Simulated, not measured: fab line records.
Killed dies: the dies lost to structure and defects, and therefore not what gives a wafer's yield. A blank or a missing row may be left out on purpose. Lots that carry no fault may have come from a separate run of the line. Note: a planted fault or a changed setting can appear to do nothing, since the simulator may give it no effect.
What tool caused it?	flow rit_cmos	Sampling: 6 lots, 18 wafers, 3 of 202 route steps

== WHAT THE GAUGES READ, wafer by wafer ==
RIT_NLDD_TW_MEAS_10.
lot	measured	on	NLDD_TW
L748	day 2 23:23	film_metro-03	2458 2462 2448
L750	day 3 10:45	film_metro-01	2499 2509 2486
L754	day 4 05:46	film_metro-03	30 30 30
L765	day 6 17:33	film_metro-03	2476 2460 2459
L767	day 6 21:26	film_metro-02	2460 2471 2472
L769	day 7 08:02	film_metro-02	2476 2478 2472

== EACH LOT AND THE TOOL THAT RAN IT (in order: tool; ch and the chambers of the sampled wafers; start) ==
lot	RIT_GATE_ETCH_19	RIT_NLDD_DEVELOP_05
L748	rie_si-01 ch 0,2,3, day 2 17:30	litho_track-03 ch 0, day 2 22:00
L750	rie_si-01 ch 0,1, day 3 05:37	litho_track-01 ch 0, day 3 10:00
L754	rie_si-01 ch 0,3, day 4 01:01	litho_track-03 ch 0, day 4 05:00
L765	rie_si-02 ch 0,1,2, day 6 11:38	litho_track-01 ch 0, day 6 16:00
L767	rie_si-02 ch 2,3, day 6 16:38	litho_track-01 ch 0, day 6 20:00
L769	rie_si-02 ch 0,2, day 7 02:35	litho_track-02 ch 0, day 7 07:00
- RIT_GATE_ETCH_19: etches poly-Si in SF6/CHF3/O2, stops on SiO2, time 165 s, target depth 312.5 nm.
- RIT_NLDD_DEVELOP_05: develop time 50 s.

== THE ANSWER, worked out from the rows above alone ==
Rule: what is usual is taken from the lots themselves. Put in order of their means at a reading, lots are off if they are a third of the lots or fewer, leave a main group of 4 or more, and stand apart from it by a gap of 3 or more times the standard deviation of the main group's means; of several such gaps the widest counts. The tables above print the reading to a certain number of digits; a main group whose means all agree to those digits is not used. Also off: a lot with no number at a reading for which 4 or more lots have one. Where the step has rows for the other lots, those lots are counted as sound.
Off: L754, seen at RIT_NLDD_TW_MEAS_10 (NLDD_TW). The main group has a mean of 2472 with a standard deviation of 14.
If a tool, at a process step before that reading, ran all the lots that are off and no sound lot after the first of them, it fits. The gauges at RIT_NLDD_TW_MEAS_10 are tried like those tools. This does not decide it: 2 tools fit, namely rie_si-01 at RIT_GATE_ETCH_19 and litho_track-03 at RIT_NLDD_DEVELOP_05.

== WHAT WAS PUT IN BY THE SIMULATOR ==
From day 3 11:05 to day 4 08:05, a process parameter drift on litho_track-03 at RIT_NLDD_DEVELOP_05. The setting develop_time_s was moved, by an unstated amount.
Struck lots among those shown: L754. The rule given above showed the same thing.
